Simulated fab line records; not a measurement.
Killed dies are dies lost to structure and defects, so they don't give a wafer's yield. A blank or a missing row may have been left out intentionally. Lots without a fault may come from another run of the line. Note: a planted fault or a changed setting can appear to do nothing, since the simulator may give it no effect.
Chamber matching || flow berkeley-cmos170 || 3 sister chambers for UCB170_GATE_ETCH_14 on rie-diel-02
The step etches BARC in N2/H2. 6 wafers are shown with their chamber, then 6 later ones without.

## WAFERS, EACH WITH ITS CHAMBER
{"wafer": "L779.3", "chamber": 2, "throttle-valve-pct (%)": 13.72, "oes-product-au (a.u.)": 0.996}
{"wafer": "L783.1", "chamber": 2, "throttle-valve-pct (%)": 13.75, "oes-product-au (a.u.)": 0.984}
{"wafer": "L783.2", "chamber": 1, "throttle-valve-pct (%)": 12.96, "oes-product-au (a.u.)": 1.030}
{"wafer": "L783.4", "chamber": 0, "throttle-valve-pct (%)": 13.19, "oes-product-au (a.u.)": 1.017}
{"wafer": "L789.1", "chamber": 1, "throttle-valve-pct (%)": 12.95, "oes-product-au (a.u.)": 1.019}
{"wafer": "L789.2", "chamber": 0, "throttle-valve-pct (%)": 13.18, "oes-product-au (a.u.)": 1.013}

## WAFERS WITH NO CHAMBER GIVEN
{"wafer": "L789.6", "throttle-valve-pct (%)": 12.95, "oes-product-au (a.u.)": 1.030}
{"wafer": "L792.3", "throttle-valve-pct (%)": 12.96, "oes-product-au (a.u.)": 1.023}
{"wafer": "L792.6", "throttle-valve-pct (%)": 13.74, "oes-product-au (a.u.)": 0.985}
{"wafer": "L795.3", "throttle-valve-pct (%)": 13.75, "oes-product-au (a.u.)": 0.991}
{"wafer": "L795.4", "throttle-valve-pct (%)": 12.96, "oes-product-au (a.u.)": 1.036}
{"wafer": "L795.5", "throttle-valve-pct (%)": 13.74, "oes-product-au (a.u.)": 0.995}

## THE CHAMBER EACH PASSED THROUGH
{"wafer": "L789.6", "from the rows above": 1, "in truth": 1}
{"wafer": "L792.3", "from the rows above": 1, "in truth": 1}
{"wafer": "L792.6", "from the rows above": 2, "in truth": 2}
{"wafer": "L795.3", "from the rows above": 2, "in truth": 2}
{"wafer": "L795.4", "from the rows above": 1, "in truth": 1}
{"wafer": "L795.5", "from the rows above": 2, "in truth": 2}
Correct placement for 6 of the 6. Can't be placed from these rows: 0. Wrongly placed: 0.
How it was worked out, from the rows above alone: a wafer's distance from a chamber is the root of the sum, over the readings, of the square of ((its reading less the chamber's mean) divided by the reading's scatter). The wafer belongs to the nearest chamber; if the next one is less than 2 further off, it can't be placed. A chamber's mean is the mean of its shown wafers. How the scatter is found: for the shown wafers, subtract from each reading the mean of its chamber, square and add these, divide the total by (wafers less chambers), then take the root.
